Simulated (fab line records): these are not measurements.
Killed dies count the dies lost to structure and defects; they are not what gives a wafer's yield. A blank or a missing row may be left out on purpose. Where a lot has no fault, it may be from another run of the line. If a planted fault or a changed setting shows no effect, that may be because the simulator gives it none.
fab line records	flow berkeley-cmos170
record: lots: 15	wafers: 45	last-day: 12
route steps=331 shown NWELL@15 PWELL@47
lots with no fault: from the same line, run without faults
start-h: hours from the record's opening day to when the first of the lot's shown wafers began	wait-h: time in hours since the lot's previous step	" the same as in the row above	L1.1+2: one row covering several wafers at once	- value missing, or start not given	* or withheld: withheld	< > ~ a bound
route shown NAME@n: names a module that has steps shown in the file, with the first one's number in the route	usual: mean/standard deviation taken from wafers without a fault	same: alike in all rows	chamber/n: place in a boat	sites: readings site by site	_std_site: the standard deviation of these	_edge_site: inner sites' mean taken away from outer sites' mean	radius-mm: how far each site lies from the wafer's centre	mask NAME#n: copy n	behind: the tool/chamber that last shaped the wafer	hold: why the lot went on hold/how many hours it stayed there/how the hold came to an end	device: which transistor (n, p or np) failed to switch	end of line: the same wafers' tests at the end of the route	a step without rows: its recipe alone	killed: the dies lost at the first sort to structure and to defects; this is not the yield of the wafer	map: the dies of a wafer, with x for killed, . for not killed, _ for no die there
set.NAME: the run value of the setting; set.NAME@STEP: its run value at that earlier step	model.NAME: the simulator's own value behind a step, which no gauge read
the route's steps for a sample of lots (tables are steps, rows are wafers)
services: from which hour (start-h, from the record's first day; less than 0 if before it) a tool's chamber was out of use, for how many hours, and why
== steps ==
step: UCB170_NWELL_OXIDATION_01
recipe: temp-c: 1000	ambient: O2	target-thk-a: 264	ox-time-s: 1260
usual: ox-temp-c: 1000.0/0.42	ox-temp-c-max: 1005.3/1.4	spike-tc-centre-C: 1002.6/1.4
lot.wafer	tool	chamber	start-h	wait-h	ox-temp-c	ox-temp-c-max	spike-tc-centre-C
L877.1	furnace-04	0	24.51	2.2	1000.0	1003.0	1000.8
L877.4	"	0	"	"	999.6	1004.0	1000.6
L877.6	"	0	"	"	1000.2	1003.8	1000.7
L879.1	furnace-03	0	34.87	4.1	999.7	1004.7	1002.5
L879.3	"	0	"	"	1000.0	1005.2	1002.9
L879.5	"	0	"	"	1000.5	1006.4	1002.1
L880.1	furnace-03	0	34.87	0.0	1000.3	1004.0	1002.9
L880.5	"	0	"	"	1000.2	1008.3	1003.3
L880.6	"	0	"	"	1000.1	1005.1	1002.2
L881.1	furnace-04	0	43.78	3.6	999.7	1003.1	1002.3
L881.3	"	0	"	"	999.0	1003.0	1000.0
L881.6	"	0	"	"	999.5	1003.1	1000.5
L884.2	furnace-02	-	61.45	3.9	-	-	-
L884.5	"	-	"	"	-	-	-
L884.6	"	-	"	"	-	-	-
L885.4	furnace-02	-	66.65	3.0	-	-	-
L885.5	"	-	"	"	-	-	-
L885.6	"	-	"	"	-	-	-
L886.4	furnace-02	-	66.65	0.2	-	-	-
L886.5	"	-	"	"	-	-	-
L886.6	"	-	"	"	-	-	-
L891.2	furnace-02	0	95.57	5.4	1000.1	1005.8	1003.9
L891.4	"	0	"	"	999.4	1006.2	1003.1
L891.6	"	0	"	"	999.7	1006.9	1004.4
L892.1	furnace-02	0	101.10	2.7	1000.1	1006.2	1004.2
L892.3	"	0	"	"	1000.5	1005.7	1003.1
L892.6	"	0	"	"	999.9	1005.3	1002.3
L893.3	furnace-02	0	105.05	3.6	999.9	1007.5	1003.2
L893.4	"	0	"	"	1000.5	1007.2	1004.3
L893.5	"	0	"	"	1000.8	1007.3	1004.1
L894.3	furnace-04	0	111.70	3.4	1000.3	1003.7	1000.2
L894.4	"	0	"	"	1000.6	1004.6	1002.2
L894.6	"	0	"	"	1000.7	1004.9	1001.3
L895.1	furnace-02	0	117.04	4.5	999.7	1006.3	1003.5
L895.3	"	0	"	"	999.6	1004.4	1003.1
L895.5	"	0	"	"	999.3	1006.8	1003.0
L896.1	furnace-02	0	122.64	3.5	1000.4	1006.5	1002.5
L896.3	"	0	"	"	1000.9	1008.3	1003.0
L896.5	"	0	"	"	1000.6	1004.9	1001.7
L897.1	furnace-04	0	127.72	3.3	999.8	1004.9	1002.5
L897.3	"	0	"	"	999.8	1004.1	1003.9
L897.6	"	0	"	"	999.6	1003.2	1000.9
L900.1	furnace-03	0	139.86	3.7	1000.7	1007.6	1002.2
L900.4	"	0	"	"	999.6	1004.6	1002.3
L900.5	"	0	"	"	1000.1	1005.8	999.6
step: UCB170_PWELL_OVL_MEAS_13
usual: PWELL_OVL: -2/5.3
lot.wafer	tool	chamber	start-h	wait-h	PWELL_OVL[nm]
L877.1	overlay-02	-	48.91	-	-8
L877.4	"	-	"	"	-2
L877.6	"	-	"	"	-4
L879.1	overlay-01	-	65.64	-	0
L879.3	"	-	"	"	3
L879.5	"	-	"	"	-2
L880.1	overlay-02	-	65.88	-	-2
L880.5	"	-	"	"	-1
L880.6	"	-	"	"	0
L881.1	overlay-02	-	72.20	-	-12
L881.3	"	-	"	"	-9
L881.6	"	-	"	"	-2
L891.2	overlay-02	-	120.81	-	6
L891.4	"	-	"	"	1
L891.6	"	-	"	"	5
L892.1	overlay-02	-	131.47	-	-8
L892.3	"	-	"	"	-5
L892.6	"	-	"	"	-9
L893.3	overlay-01	-	135.38	-	-1
L893.4	"	-	"	"	-3
L893.5	"	-	"	"	-5
L894.3	overlay-01	-	140.39	-	-6
L894.4	"	-	"	"	-2
L894.6	"	-	"	"	-9
L895.1	overlay-01	-	142.56	-	3
L895.3	"	-	"	"	0
L895.5	"	-	"	"	2
L896.1	overlay-01	-	150.33	-	2
L896.3	"	-	"	"	-2
L896.5	"	-	"	"	2
L897.1	overlay-01	-	156.15	-	7
L897.3	"	-	"	"	5
L897.6	"	-	"	"	-3
L900.1	overlay-02	-	167.97	-	-7
L900.4	"	-	"	"	-8
L900.5	"	-	"	"	-4
step: UCB170_PWELL_STRIP_16
recipe: chemistry: O2	power-w: 400	pressure-mtorr: 3500	platen-temp-c: withheld	o2-flow-sccm: 400	overash-fraction: 0.5
usual: drypump-motor-current-A: 5.7/0.32	o2-flow-sccm: 400.1/1.2	oes-product-au: 0.721/0.0044	strip-time-to-endpoint-s: 18.11/0.1
lot.wafer	tool	chamber	start-h	wait-h	drypump-motor-current-A	o2-flow-sccm	oes-product-au	rf-hours-counter-h	strip-time-to-endpoint-s
L877.1	plasma-asher-04	1	49.20	0.1	5.8	400.9	0.719	36	18.13
L877.4	"	1	"	"	5.8	399.7	0.725	-	18.07
L877.6	"	0	"	"	6.2	399.5	0.727	-	18.01
L879.1	plasma-asher-03	0	65.93	0.1	6.2	401.1	0.718	28	18.06
L879.3	"	0	"	"	6.2	400.6	0.728	-	18.14
L879.5	"	1	"	"	5.4	399.0	0.719	-	17.94
L880.1	plasma-asher-01	1	66.17	0.1	5.8	396.8	0.718	35	18.04
L880.5	"	1	"	"	5.8	398.5	0.724	-	18.18
L880.6	"	0	"	"	5.3	400.4	0.714	-	17.94
L881.1	plasma-asher-01	0	72.48	0.1	5.4	402.2	0.712	36	18.21
L881.3	"	0	"	"	5.3	403.1	0.722	-	18.01
L881.6	"	1	"	"	5.8	398.4	0.717	-	18.20
L891.2	plasma-asher-01	0	121.09	0.1	5.4	400.6	0.717	41	18.15
L891.4	"	1	"	"	5.8	401.5	0.719	-	18.18
L891.6	"	0	"	"	5.3	397.5	0.718	-	18.09
L892.1	plasma-asher-03	1	131.76	0.1	5.5	400.3	0.719	34	18.08
L892.3	"	0	"	"	6.2	400.1	0.711	-	18.06
L892.6	"	1	"	"	5.5	401.1	0.722	-	18.03
L893.3	plasma-asher-01	1	135.69	0.1	5.8	399.7	0.722	-	18.14
L893.4	"	0	"	"	5.3	397.4	0.717	-	18.11
L893.5	"	0	"	"	5.3	398.7	0.723	-	18.21
L894.3	plasma-asher-01	0	140.69	0.1	5.3	399.2	0.721	-	18.19
L894.4	"	1	"	"	5.8	402.0	0.723	-	17.89
L894.6	"	0	"	"	5.3	399.4	0.723	-	17.96
L895.1	plasma-asher-03	0	142.85	0.1	6.2	398.1	0.728	35	18.11
L895.3	"	1	"	"	5.5	400.2	0.719	-	18.26
L895.5	"	1	"	"	5.5	400.6	0.716	-	18.22
L896.1	plasma-asher-03	0	150.61	0.1	6.2	400.1	0.723	35	18.28
L896.3	"	0	"	"	6.2	401.2	0.725	-	18.12
L896.5	"	1	"	"	5.5	399.4	0.715	-	18.14
L897.1	plasma-asher-03	1	156.44	0.1	5.5	401.0	0.726	36	18.10
L897.3	"	1	"	"	5.5	399.9	0.720	-	18.13
L897.6	"	0	"	"	6.1	399.2	0.717	-	18.08
L900.1	plasma-asher-03	1	168.25	0.1	5.5	398.8	0.720	37	18.16
L900.4	"	0	"	"	6.2	399.5	0.720	-	17.99
L900.5	"	1	"	"	5.5	399.8	0.718	-	18.19
step: UCB170_PWELL_TW_MEAS_17
usual: PWELL_TW: 378/3.7
lot.wafer	tool	chamber	start-h	wait-h	PWELL_TW
L877.1	film-metro-04	-	49.30	0.1	373
L877.4	"	-	"	"	375
L877.6	"	-	"	"	375
L879.1	film-metro-01	-	66.03	0.1	378
L879.3	"	-	"	"	377
L879.5	"	-	"	"	377
L880.1	film-metro-01	-	66.27	0.1	378
L880.5	"	-	"	"	376
L880.6	"	-	"	"	375
L881.1	film-metro-01	-	72.58	0.1	379
L881.3	"	-	"	"	379
L881.6	"	-	"	"	382
L891.2	film-metro-01	-	121.20	0.1	375
L891.4	"	-	"	"	376
L891.6	"	-	"	"	375
L892.1	film-metro-04	-	131.86	0.1	375
L892.3	"	-	"	"	376
L892.6	"	-	"	"	377
L893.3	film-metro-04	-	135.77	0.1	374
L893.4	"	-	"	"	375
L893.5	"	-	"	"	376
L894.3	film-metro-01	-	140.78	0.1	377
L894.4	"	-	"	"	375
L894.6	"	-	"	"	375
L895.1	film-metro-01	-	142.95	0.1	373
L895.3	"	-	"	"	376
L895.5	"	-	"	"	376
L896.1	film-metro-04	-	150.71	0.1	374
L896.3	"	-	"	"	374
L896.5	"	-	"	"	374
L897.1	film-metro-01	-	156.54	0.1	374
L897.3	"	-	"	"	372
L897.6	"	-	"	"	376
L900.1	film-metro-03	-	168.35	0.1	380
L900.4	"	-	"	"	379
L900.5	"	-	"	"	378
== services ==
tool	chamber	start-h	hours	kind
furnace-02	-	16.09	2.8	pm
furnace-04	-	21.87	2.6	pm
furnace-02	-	48.50	3.1	pm
plasma-asher-03	-	76.41	7.7	pm
furnace-03	-	100.27	3.8	pm
furnace-02	-	107.65	2.5	pm
plasma-asher-04	-	108.84	9.0	pm
plasma-asher-04	0	108.84	9.0	vent-cycle
plasma-asher-04	1	108.84	9.0	vent-cycle
furnace-04	-	113.05	5.4	pm
plasma-asher-04	0	117.84	-	clean
plasma-asher-04	1	117.84	-	clean
plasma-asher-03	-	125.59	0.5	repair
furnace-03	-	156.16	4.2	pm
== key ==
first-sign: step: UCB170_NWELL_OXIDATION_01	reading: tool-record	direction: missing
effect none on later readings
met-at UCB170_NWELL_OXIDATION_01
struck-lots L884,L885,L886
later-rows-left-out L884.2,L884.5,L884.6,L885.4,L885.5,L885.6,L886.4,L886.5,L886.6
sort-left-out L884.2,L884.5,L884.6,L885.4,L885.5,L885.6,L886.4,L886.5,L886.6
tester-left-out L884,L885,L886
not-acting-at UCB170_PWELL_OVL_MEAS_13,UCB170_PWELL_STRIP_16,UCB170_PWELL_TW_MEAS_17
fault: kind: skipped-step-whole	tool: furnace-02	chamber: -	onset-h: 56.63	steps: UCB170_NWELL_OXIDATION_01	scope: struck-lots-only
tester-left-out: of these lots the tester's yield and bins aren't shown, on N5 and GAA mostly nor the transistor test; their killed dies are dies lost to structure and defects alone, not to doping, threshold or leakage, so they don't give the yield
sort-left-out: the simulated sort isn't trusted on such a fault, so these wafers' sort isn't shown, and their yield isn't known
later-rows-left-out: the simulator's readings of these wafers behind a module that went badly wrong aren't trusted and aren't shown, but for the sort
